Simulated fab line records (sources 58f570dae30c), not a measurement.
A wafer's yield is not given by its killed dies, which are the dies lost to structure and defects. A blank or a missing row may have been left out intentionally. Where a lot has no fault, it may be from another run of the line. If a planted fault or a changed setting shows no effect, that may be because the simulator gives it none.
Problem report in the 8D (eight disciplines) form, filled by code | flow berkeley_cmos170 | the parts of the form that need people (team, actions taken, sign-off) are left out

== 1. THE ISSUE ==
Mean NWELL_TW at UCB170_NWELL_TW_MEAS_16: 1377 over 6 wafers in 2 lots; fault-free wafers: 1245, standard deviation 4.7. Measured from the usual mean, that is +28 standard deviations.
Earliest sighting: wafer L846.4 on film_metro-01 at day 6 02:48. The record has a number at this step for 42 wafers belonging to 14 lots. By rule, "out" or "out of limits" means more than 4 standard deviations away from the usual mean. The rest of the wafers with a number are treated as sound.

== 2. WHAT IT IS; WHAT IT IS NOT ==
question                    | is                           | is not
which readings at this step | NWELL_TW                     | -
which lots                  | L846, L850                   | L829, L831, L832, L833, L834, L835, L836, L837, L840, L843, L845, L847
which wafers of those lots  | all that have a number       | -
read on which gauges        | film_metro-01, film_metro-04 | film_metro-02
when                        | from day 6 02:48             | up to then (33 sound wafers); but 3 sound wafers of L847 came after

== 3. THE SUSPECTS, EACH WITH WHAT RULES IT OUT ==
Counting: a tool stays on the suspect list if, at a process step up to the reading, it processed all lots that are out and no sound lot following the first of them.
- ruled out: the gauge at UCB170_NWELL_TW_MEAS_16. The wafers that are out were read on 2 gauges (film_metro-01, film_metro-04).
- implanter-03 at UCB170_NWELL_IMPLANT_14: kept. It ran every lot that is out, first L846 (day 6 02:35), and no sound lot after that; its last sound lot up to then is L845 (day 5 18:52). Its own dose_ions_cm2, faraday_current_uA readings are out on those wafers.
Remaining after the count: implanter-03 at UCB170_NWELL_IMPLANT_14.

== 4. THE CAUSE (what the simulator had put in) ==
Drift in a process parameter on implanter-03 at UCB170_NWELL_IMPLANT_14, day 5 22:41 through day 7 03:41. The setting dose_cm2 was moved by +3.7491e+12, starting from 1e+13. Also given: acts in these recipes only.
After counting, this tool was the only one left.

== 5. THE EFFECT CHAIN, in route order ==
One row per reading whose mean, taken over the struck wafers that have a number, lies over 3 standard deviations from the usual. Only readings whose record carries a usual standard deviation are examined. hours: median over the lots of the time between each lot's start at the first step of this table that gives one and its start at this step. sigmas: the change, counted in usual standard deviations.
hours | step                    | reading            | usual     | on struck wafers | change     | sigmas
0     | UCB170_NWELL_IMPLANT_14 | dose_ions_cm2      | 9.998e+12 | 1.375e+13        | +3.753e+12 | +99 or more
0     | UCB170_NWELL_IMPLANT_14 | faraday_current_uA | 31.7      | 43.9             | +12.2      | +19
0     | UCB170_NWELL_TW_MEAS_16 | NWELL_TW           | 1245      | 1377             | +132       | +28
Its process steps:
- UCB170_NWELL_IMPLANT_14

== 6. HOW IT WOULD HAVE BEEN CAUGHT EARLIER ==
Counted from the fault's start at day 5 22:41, it took 4 hours until the first out-of-limits reading at a measuring or inspecting step in this record, taken at day 6 02:48.
Tool's own readings at UCB170_NWELL_IMPLANT_14, dose_ions_cm2, faraday_current_uA: out on all struck wafers the step has rows for; an alarm limit on them would have tripped on the first.
Of the lots that are out (2), L850 began UCB170_NWELL_IMPLANT_14 on implanter-03 after day 6 02:48. A hold on the tool at that time would have spared it.
